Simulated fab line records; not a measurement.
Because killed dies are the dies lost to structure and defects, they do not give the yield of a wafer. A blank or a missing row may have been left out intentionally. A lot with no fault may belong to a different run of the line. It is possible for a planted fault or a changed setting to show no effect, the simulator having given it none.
Which tool was responsible?    flow rit-cmos    route of 202 steps, sampled at 1 step: 15 lots, 45 wafers

## WHAT THE GAUGES READ, wafer by wafer
No reading from a measuring or inspecting step in the record can be judged against a usual standard deviation.

## TOOL THAT RAN EACH LOT (tool first, then ch and the chambers of the sampled wafers, then the start)
lot   RIT_PLDD_EXPOSE_03
L820  iline-stepper-02 ch 0, day 2 22:44
L821  iline-stepper-02 ch 0, day 3 01:01
L822  iline-stepper-01 ch 0, day 3 06:19
L823  iline-stepper-02 ch 0, day 3 11:29
L824  iline-stepper-02 ch 0, day 3 15:13
L825  iline-stepper-01 ch 0, day 3 19:13
L826  iline-stepper-02 ch 0, day 4 03:14
L828  iline-stepper-02 ch 0, day 4 12:33
L830  iline-stepper-02 ch 0, day 4 21:34
L831  iline-stepper-02 ch 0, day 5 07:02
L832  iline-stepper-02 ch 0, day 5 10:05
L833  iline-stepper-02 ch 0, day 5 13:03
L834  iline-stepper-01, day 5 17:43
L835  iline-stepper-02, day 5 23:46
L836  iline-stepper-02, day 6 06:44
- RIT_PLDD_EXPOSE_03: exposes mask M8, target cd 40900 nm.

## WHAT THE TOOLS THEMSELVES READ (means of the sampled wafers that have a number; where no wafer has one, the mark that the record gives instead)
RIT_PLDD_EXPOSE_03.
lot   tool              exposure-dose-mJ-cm2  focus-offset-nm (nm)
L820  iline-stepper-02  249.89                -0.2
L821  iline-stepper-02  249.57                0.0
L822  iline-stepper-01  250.05                -0.8
L823  iline-stepper-02  250.09                0.8
L824  iline-stepper-02  249.90                0.1
L825  iline-stepper-01  250.02                0.9
L826  iline-stepper-02  249.83                -0.4
L828  iline-stepper-02  249.83                -0.1
L830  iline-stepper-02  249.93                -0.6
L831  iline-stepper-02  250.10                0.2
L832  iline-stepper-02  250.04                -0.3
L833  iline-stepper-02  250.05                0.1
L834  iline-stepper-01  -                     -
L835  iline-stepper-02  -                     -
L836  iline-stepper-02  -                     -

## THE ANSWER, worked out from the rows above alone
Rule: the lots themselves supply what counts as usual. Put in order of their means at a reading, lots are off if they are a third of the lots or fewer, leave a main group of 4 or more, and stand apart from it by a gap of 3 or more times the standard deviation of the main group's means; of several such gaps the widest counts. If all means in a main group match to the digits the tables above print for the reading, that group is not used. A lot without any number at a reading at which 4 lots or more have one is off too. The other lots that the step has rows for count as sound. First the gauges in route order, then the tools' own readings, where a lot's mean is used as printed above. The first step at which some lot is off is used, and at that step the reading that is off furthest; a lot without a number counts as furthest.
Off at RIT_PLDD_EXPOSE_03 (exposure-dose-mJ-cm2): L834, L835, L836. Without a number there: L834, L835, L836. Main group: mean 249.94, sd 0.15.
A tool fits if, at that step or a process step before it, it ran every lot that is off, and no sound lot after the first of them. No candidate that was tried fits.

## WHAT THE SIMULATOR HAD PUT IN
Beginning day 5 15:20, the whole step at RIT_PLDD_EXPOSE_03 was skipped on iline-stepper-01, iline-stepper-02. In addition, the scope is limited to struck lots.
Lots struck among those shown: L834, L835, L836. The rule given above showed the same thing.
